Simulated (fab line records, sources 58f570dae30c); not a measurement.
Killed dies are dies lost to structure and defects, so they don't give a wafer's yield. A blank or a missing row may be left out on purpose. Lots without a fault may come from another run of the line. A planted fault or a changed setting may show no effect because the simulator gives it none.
Which tool did it? | flow berkeley_cmos170 | 13 lots, 39 wafers sampled, at 3 steps of a route of 331

WHAT THE GAUGES READ, wafer by wafer
UCB170_NSD_CD_MEAS_06: target cd 1200 nm.
lot  | measured     | on        | cd_nm (nm)
L650 | day 7 21:29  | cd_sem-01 | 1199.7 1200.5 1200.6
L653 | day 8 14:41  | cd_sem-02 | 1201.7 1201.1 1201.6
L654 | day 9 01:29  | cd_sem-01 | 1198.2 1196.3 1197.8
L657 | day 9 01:33  | cd_sem-02 | 1202.2 1202.0 1202.5
L656 | day 9 02:03  | cd_sem-01 | 1199.7 1200.3 1198.4
L659 | day 9 12:35  | cd_sem-02 | 1199.5 1197.9 1198.8
L658 | day 9 12:55  | cd_sem-02 | 1199.5 1198.1 1198.1
L661 | day 9 22:08  | cd_sem-01 | 1198.6 1198.4 1198.2
L660 | day 9 22:47  | cd_sem-01 | 1200.3 1202.1 1199.5
L663 | day 10 13:52 | cd_sem-01 | 1200.0 1199.4 1199.1
L665 | day 10 14:09 | cd_sem-02 | - - -
L664 | day 10 18:32 | cd_sem-02 | 1201.1 1201.3 1203.0
L666 | day 10 18:52 | cd_sem-02 | 1203.4 1203.2 1201.9

UCB170_NSD_TW_MEAS_10.
lot  | measured     | on            | NSD_TW
L650 | day 7 21:54  | film_metro-01 | 4197 4214 4215
L653 | day 8 15:05  | film_metro-02 | 4124 4143 4116
L654 | day 9 01:53  | film_metro-01 | 4210 4214 4222
L657 | day 9 01:57  | film_metro-02 | 4127 4095 4140
L656 | day 9 02:26  | film_metro-03 | 4116 4103 4124
L659 | day 9 13:00  | film_metro-01 | 4215 4230 4224
L658 | day 9 13:17  | film_metro-01 | 4213 4241 4229
L661 | day 9 22:32  | film_metro-03 | 4110 4125 4109
L660 | day 9 23:09  | film_metro-02 | 4127 4144 4111
L663 | day 10 14:14 | film_metro-02 | 4171 4160 4184
L665 | day 10 14:32 | film_metro-03 | 30 30 29 29 29 30
L664 | day 10 18:56 | film_metro-03 | 4123 4104 4115
L666 | day 10 19:14 | film_metro-03 | 4081 4125 4137

WHICH TOOL RAN EACH LOT (tool, then ch and the chambers of the sampled wafers, then the start)
lot  | UCB170_NSD_EXPOSE_03
L650 | krf_scanner-01 ch 0, day 7 21:06
L653 | krf_scanner-02 ch 0, day 8 13:45
L654 | krf_scanner-02 ch 0, day 9 00:47
L657 | krf_scanner-02 ch 0, day 9 00:53
L656 | krf_scanner-02 ch 0, day 9 01:31
L659 | krf_scanner-01 ch 0, day 9 11:12
L658 | krf_scanner-02 ch 0, day 9 11:35
L661 | krf_scanner-02 ch 0, day 9 21:28
L660 | krf_scanner-01 ch 0, day 9 21:45
L663 | krf_scanner-02 ch 0, day 10 13:26
L665 | krf_scanner-01 ch 0, day 10 13:39
L664 | krf_scanner-01 ch 0, day 10 17:59
L666 | krf_scanner-02 ch 0, day 10 18:26
- UCB170_NSD_EXPOSE_03: exposes mask NSELECT MOD, target cd 1200 nm.

WHAT THE TOOLS THEMSELVES READ (means of the sampled wafers that have a number; where no wafer has one, the mark that the record gives instead)
UCB170_NSD_EXPOSE_03.
lot  | tool           | reticle_temp_C (C)
L650 | krf_scanner-01 | 23.10
L653 | krf_scanner-02 | 23.08
L654 | krf_scanner-02 | 22.97
L657 | krf_scanner-02 | 23.06
L656 | krf_scanner-02 | 23.04
L659 | krf_scanner-01 | 22.96
L658 | krf_scanner-02 | 23.07
L661 | krf_scanner-02 | 22.95
L660 | krf_scanner-01 | 22.92
L663 | krf_scanner-02 | 23.04
L665 | krf_scanner-01 | 23.02
L664 | krf_scanner-01 | 22.99
L666 | krf_scanner-02 | 23.11

THE ANSWER, worked out from the rows above alone
Rule: what is usual is taken from the lots themselves. Put in order of their means at a reading, lots are off if they are a third of the lots or fewer, leave a main group of 4 or more, and stand apart from it by a gap of 3 or more times the standard deviation of the main group's means; of several such gaps the widest counts. A main group whose means are all the same, to the digits that the tables above print for the reading, isn't used. A lot without any number at a reading at which 4 lots or more have one is off too. The other lots that the step has rows for count as sound. The gauges are gone through in route order, then the tools' own readings, and for those a lot's mean is taken as printed above. The first step at which some lot is off is used, and at that step the reading that is off furthest; a lot without a number counts as furthest.
Off: L665, at UCB170_NSD_CD_MEAS_06 (cd_nm). Without a number there: L665. The main group: mean 1200.1 nm, standard deviation 1.6.
A tool fits if, at a process step before that reading, it ran every lot that is off, and no sound lot after the first of them. The gauges at UCB170_NSD_CD_MEAS_06 aren't tried: what is off there is off at UCB170_NSD_TW_MEAS_10 too, on other tools, and a gauge's error can't cause that. None of those tried fits.

WHAT THE SIMULATOR HAD PUT IN
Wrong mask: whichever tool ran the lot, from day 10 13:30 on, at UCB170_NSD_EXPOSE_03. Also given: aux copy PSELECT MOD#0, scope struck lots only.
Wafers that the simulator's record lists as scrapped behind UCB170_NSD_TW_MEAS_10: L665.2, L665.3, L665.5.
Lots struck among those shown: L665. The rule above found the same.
